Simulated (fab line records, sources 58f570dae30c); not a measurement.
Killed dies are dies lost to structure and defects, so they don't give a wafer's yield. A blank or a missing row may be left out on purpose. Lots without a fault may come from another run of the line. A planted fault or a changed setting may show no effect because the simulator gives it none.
A struck lot beside a sound one | flow berkeley_cmos170 | 16 steps out of a route of 331
Sound: wafers L803.1, L803.3, L803.5. Struck: wafers L810.2, L810.4, L810.6. The cause comes at the end.
At each step with rows: each side's tool, then ch and its chambers, then its first start. Under that, the readings that differ: sound wafers | struck wafers | difference of the means | sigmas: that difference in standard deviations of wafers without a fault.
alike: readings whose means differ by less than 2 such deviations, and words and numbers that are the same on both sides. not compared: withheld readings, readings that some wafer has no value for, bounds like >300 that may hide the same value, and numbers for which the record gives no deviation and whose values overlap.
The two part at a step that has a row with sigmas, a row that says differs or no value, or rows on one side only. Numbers that don't overlap but have no deviation are shown without sigmas and don't part them. A reading that every wafer of one side lacks parts them only if that side has two wafers or more.

first, 1 step without rows for these wafers: UCB170_START_OXIDATION_02 (target thk 20 nm, ox time 1800 s).
UCB170_START_THK_MEAS_03:
  sound on film_metro-01, day 3 09:18; struck on film_metro-04, day 5 02:03
  alike: START_OXIDE_THK
then, 7 steps without rows for these wafers: UCB170_START_ANNEAL_04 (time 1200 s); UCB170_ZERO_HMDS_00 (prime time 60 s); UCB170_ZERO_COAT_01 (resist thk 911.3 nm); UCB170_ZERO_SOFTBAKE_02 (time 60 s); UCB170_ZERO_EXPOSE_03 (exposes mask PM MARKS, target cd 4000 nm); UCB170_ZERO_PEB_04; UCB170_ZERO_DEVELOP_05 (develop time 45 s).
UCB170_ZERO_ETCH_06: etches SiO2 in CHF3/CF4/Ar, time 12 s.
  sound on rie_diel-02 ch 1,2, day 3 15:34; struck on rie_diel-03 ch 0,1,2, day 5 09:13
  alike: drypump_motor_current_A, oes_product_au, throttle_valve_pct
  not compared: rf_hours_counter_h
UCB170_ZERO_STRIP_07: strips in O2.
  sound on plasma_asher-02 ch 0,1, day 3 15:35; struck on plasma_asher-04 ch 0,1, day 5 09:14
  alike: drypump_motor_current_A, oes_product_au, strip_time_to_endpoint_s
  not compared: rf_hours_counter_h
then, 1 step without rows for these wafers: UCB170_NWELL_WET_ETCH_00 (etches SiO2 in dHF, time 200 s).
UCB170_NWELL_OXIDATION_01: target thk 26.4 nm, ox time 1260 s.
  sound on furnace-02 ch 0, day 3 18:49; struck on furnace-02 ch 0, day 5 19:26
  alike: spike_tc_load_C
UCB170_NWELL_THK_MEAS_02:
  sound on film_metro-04, day 3 20:10; struck on film_metro-01, day 5 20:48
  reading              | sound          | struck         | difference | sigmas
  NWELL_OXIDE_THK (nm) | 27.6 27.6 27.9 | 39.6 39.6 39.8 | +12.0      | +17
then, 1 step without rows for these wafers: UCB170_NWELL_ANNEAL_03 (time 900 s).
UCB170_M3_PROBE_99:
  the record has rows for the sound wafers here (prober-01, day 10 10:53) and none for the struck ones

WHERE THEY PART
First at UCB170_NWELL_THK_MEAS_02; last, within this record, at UCB170_M3_PROBE_99.

WHY: what the simulator had put in
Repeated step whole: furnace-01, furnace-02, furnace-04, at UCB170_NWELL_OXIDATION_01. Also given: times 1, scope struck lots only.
